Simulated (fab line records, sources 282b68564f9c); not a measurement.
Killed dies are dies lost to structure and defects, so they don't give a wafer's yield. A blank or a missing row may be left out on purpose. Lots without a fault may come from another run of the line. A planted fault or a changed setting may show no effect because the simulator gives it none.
A struck lot beside a sound one | flow rit_cmos | 11 steps out of a route of 202
Sound: wafers L785.1, L785.2, L785.4. Struck: wafers L777.3, L777.5, L777.6. The cause comes at the end.
At each step with rows: each side's tool, then ch and its chambers, then its first start. Under that, the readings that differ: sound wafers | struck wafers | difference of the means | sigmas: that difference in standard deviations of wafers without a fault.
alike: readings whose means differ by less than 2 such deviations, and words and numbers that are the same on both sides. not compared: withheld readings, readings that some wafer has no value for, bounds like >300 that may hide the same value, and numbers for which the record gives no deviation and whose values overlap.
The two part at a step that has a row with sigmas, a row that says differs or no value, or rows on one side only. Numbers that don't overlap but have no deviation are shown without sigmas and don't part them. A reading that every wafer of one side lacks parts them only if that side has two wafers or more.

RIT_ACTIVE_BOW_MEAS_00:
  sound on film_metro-03, day 4 13:00; struck on film_metro-02, day 2 21:02
  alike: INCOMING_BOW
then, 1 step without rows for these wafers: RIT_ACTIVE_OXIDATION_01 (target thk 46.8 nm, ox time 3360 s).
RIT_ACTIVE_THK_MEAS_02:
  sound on film_metro-01, day 4 15:03; struck on film_metro-03, day 2 23:04
  alike: ACTIVE_OXIDE_THK
then, 1 step without rows for these wafers: RIT_ACTIVE_CVD_03 (deposits Si3N4 from SiH2Cl2/NH3, target thk 150 nm, time 1500 s).
RIT_ACTIVE_THK_MEAS_04:
  sound on film_metro-01, day 4 16:32; struck on film_metro-01, day 3 00:33
  alike: ACTIVE_NITRIDE_THK
then, 3 steps without rows for these wafers: RIT_ACTIVE_HMDS_05 (prime time 60 s); RIT_ACTIVE_COAT_06 (resist thk 1000 nm); RIT_ACTIVE_SOFTBAKE_07 (time 60 s).
RIT_ACTIVE_EXPOSE_08: exposes mask M1, target cd 1400 nm.
  sound on iline_stepper-02 ch 0, day 4 17:02; struck on iline_stepper-01 ch 0, day 3 01:12
  reading              | sound                | struck               | difference | sigmas
  exposure_dose_mJ_cm2 | 224.91 224.99 225.25 | 227.62 227.53 227.46 | +2.49      | +10
  alike: mask
then, 1 step without rows for these wafers: RIT_ACTIVE_PEB_09.
RIT_M1_PROBE_99:
  sound on prober-02, day 6 13:15; struck on prober-01, day 4 22:14
  alike: killed_at_contacts, killed_at_front_end, killed_dies, killed_open, killed_short

WHERE THEY PART
Only at RIT_ACTIVE_EXPOSE_08, within this record. Later steps at which nothing parts them and some readings are alike: RIT_M1_PROBE_99.

WHY: what the simulator had put in
Process parameter drift: iline_stepper-01, from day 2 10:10 on, at RIT_ACTIVE_EXPOSE_08. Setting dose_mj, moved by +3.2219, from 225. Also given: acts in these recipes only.
